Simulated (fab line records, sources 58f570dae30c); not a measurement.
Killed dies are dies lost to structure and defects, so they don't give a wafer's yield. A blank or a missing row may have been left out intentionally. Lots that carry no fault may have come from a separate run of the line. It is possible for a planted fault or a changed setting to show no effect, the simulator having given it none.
Comparing a struck lot with a sound one | flow berkeley-cmos170 | 26 out of 331 route steps
Sound: these wafers, L824.2, L824.5, L824.6. Struck: wafer L829.6. (L829.1, L829.2 of the same lot were not struck and are left out.) The cause comes at the end.
Each step with rows lists, per side, the tool, then ch with its chambers, then its first start. Under that, the readings that differ: sound wafers | struck wafers | difference of the means | sigmas: that difference in standard deviations of wafers without a fault.
alike: words and numbers the same on both sides, and readings whose means are apart by under 2 such deviations; not compared: readings that were withheld, readings missing a value for some wafer, numbers with overlapping values and no deviation given by the record, and bounds like >300 which may hide the same value.
The two part at a step that has a row with sigmas, a row that says differs or no value, or rows on one side only. Numbers that have no deviation but don't overlap get no sigmas and don't part them. A reading that every wafer of one side lacks parts them only if that side has two wafers or more.

UCB170_M2_SOFTBAKE_11: time 62.19 s.
  sound: litho-track-02 ch 0; struck: litho-track-03 ch 0
  reading                     | sound               | struck | difference | sigmas
  plate-sensor-t-centre-C (C) | 131.39 131.42 131.4 | 131.43 | +0.03      | +3
  alike: plate-sensor-t-edge-C
then, 3 steps without rows for these wafers: UCB170_M2_EXPOSE_12 (exposes mask METAL2, target cd 700 nm); UCB170_M2_PEB_13; UCB170_M2_DEVELOP_14 (develop time 45 s).
UCB170_M2_CD_MEAS_15: target cd 700 nm.
  sound: cd-sem-01 at day 8 21:46; struck: cd-sem-02 at day 10 09:13
  alike: cd-nm
UCB170_M2_OVL_MEAS_16:
  sound: overlay-02 at day 8 21:52; struck: overlay-02 at day 10 09:20
  alike: M2_OVL
UCB170_M2_ETCH_17: etches BARC in N2/H2.
  sound on rie-diel-01 ch 1,2, day 8 21:54; struck on rie-diel-03 ch 1, day 10 09:23
  alike: drypump-motor-current-A, oes-product-au, throttle-valve-pct
UCB170_M2_METAL_ETCH_18: etches Al in Cl2/BCl3, stops on SiO2, target depth 1170 nm, time 195 s.
  sound on rie-metal-01 ch 0,1, day 8 21:56; struck on rie-metal-02 ch 0, day 10 09:25
  alike: drypump-motor-current-A, mfc-cl2-sccm, oes-product-au, throttle-valve-pct
  not compared: rf-hours-counter-h
UCB170_M2_STRIP_19: strips in O2.
  sound on plasma-asher-03 ch 0,1, day 8 22:08; struck on plasma-asher-01 ch 1, day 10 09:37
  alike: drypump-motor-current-A, o2-flow-sccm, oes-product-au
  not compared: rf-hours-counter-h
UCB170_M2_CD_MEAS_90: target cd 700 nm.
  sound: cd-sem-02 at day 8 22:16; struck: cd-sem-02 at day 10 09:43
  alike: cd-nm
UCB170_V2_CVD_00: deposits SiO2 from TEOS/O2, target thk 2000 nm, time 250 s.
  sound on pecvd-04 ch 0,2, day 8 22:22; struck on pecvd-03 ch 0, day 10 09:50
  reading            | sound       | struck | difference | sigmas
  heater-power-w (W) | 235 155 251 | 381    | +167       | +3
UCB170_V2_THK_MEAS_01:
  sound: film-metro-01 at day 8 22:31; struck: film-metro-04 at day 10 09:59
  alike: V2_TEOS_THK
UCB170_V2_CMP_02: polishes SiO2.
  sound on cmp-01 ch 0,1,3, day 8 22:43; struck on cmp-01 ch 2, day 10 10:02
  reading                             | sound             | struck | difference | sigmas
  platen-rpm (rpm)                    | 59.99 59.98 59.99 | 60.09  | +0.10      | +3
  model.SiO2_of_V2_CVD_00.thk-nm (nm) | 1000 1001 1004    | 1361   | +359       |
  alike: motor-current-A
UCB170_V2_BOW_MEAS_03:
  sound: film-metro-04 at day 8 22:53; struck: film-metro-04 at day 10 10:20
  alike: V2_BOW
UCB170_V2_THK_MEAS_04:
  sound: film-metro-04 at day 8 23:00; struck: film-metro-04 at day 10 10:28
  reading              | sound                | struck | difference | sigmas
  V2_POLISHED_THK (nm) | 1000.5 1000.7 1002.8 | 1360.4 | +359.1     | +99 or more
then, 7 steps without rows for these wafers: UCB170_V2_CLEAN_05 (cleans in DIW); UCB170_V2_HMDS_06 (prime time 60 s); UCB170_V2_COAT_07 (resist thk 900 nm); UCB170_V2_SOFTBAKE_08 (time 60 s); UCB170_V2_EXPOSE_09 (exposes mask VIA2, target cd 700 nm); UCB170_V2_PEB_10; UCB170_V2_DEVELOP_11 (develop time 45 s).
UCB170_V2_CD_MEAS_12: target cd 700 nm.
  sound: cd-sem-02 at day 9 00:35; struck: cd-sem-02 at day 10 12:20
  alike: cd-nm
UCB170_V2_OVL_MEAS_13:
  sound: overlay-01 at day 9 00:41; struck: overlay-02 at day 10 12:27
  alike: V2_OVL
UCB170_V2_ETCH_14: etches SiO2 in CHF3/CF4/Ar, stops on Al, target depth 1250 nm, time 291 s.
  sound on rie-diel-04 ch 0,3, day 9 00:43; struck on rie-diel-04 ch 2, day 10 12:29
  reading                        | sound             | struck | difference | sigmas
  oes-product-au (a.u.)          | 0.862 0.895 0.856 | 1.008  | +0.137     | +10
  model.etch.depth-nm (nm)       | 1000 1001 1004    | 1253   | +251       |
  model.V2.feature-depth-nm (nm) | 1000 1002 1004    | 1253   | +251       |
  alike: drypump-motor-current-A, throttle-valve-pct
  not compared: rf-hours-counter-h
then, 1 step without rows for these wafers: UCB170_V2_STRIP_15 (strips in O2).

== WHERE THEY PART ==
First at UCB170_M2_SOFTBAKE_11; last, within this record, at UCB170_V2_ETCH_14.

WHY: whatever the simulator had introduced
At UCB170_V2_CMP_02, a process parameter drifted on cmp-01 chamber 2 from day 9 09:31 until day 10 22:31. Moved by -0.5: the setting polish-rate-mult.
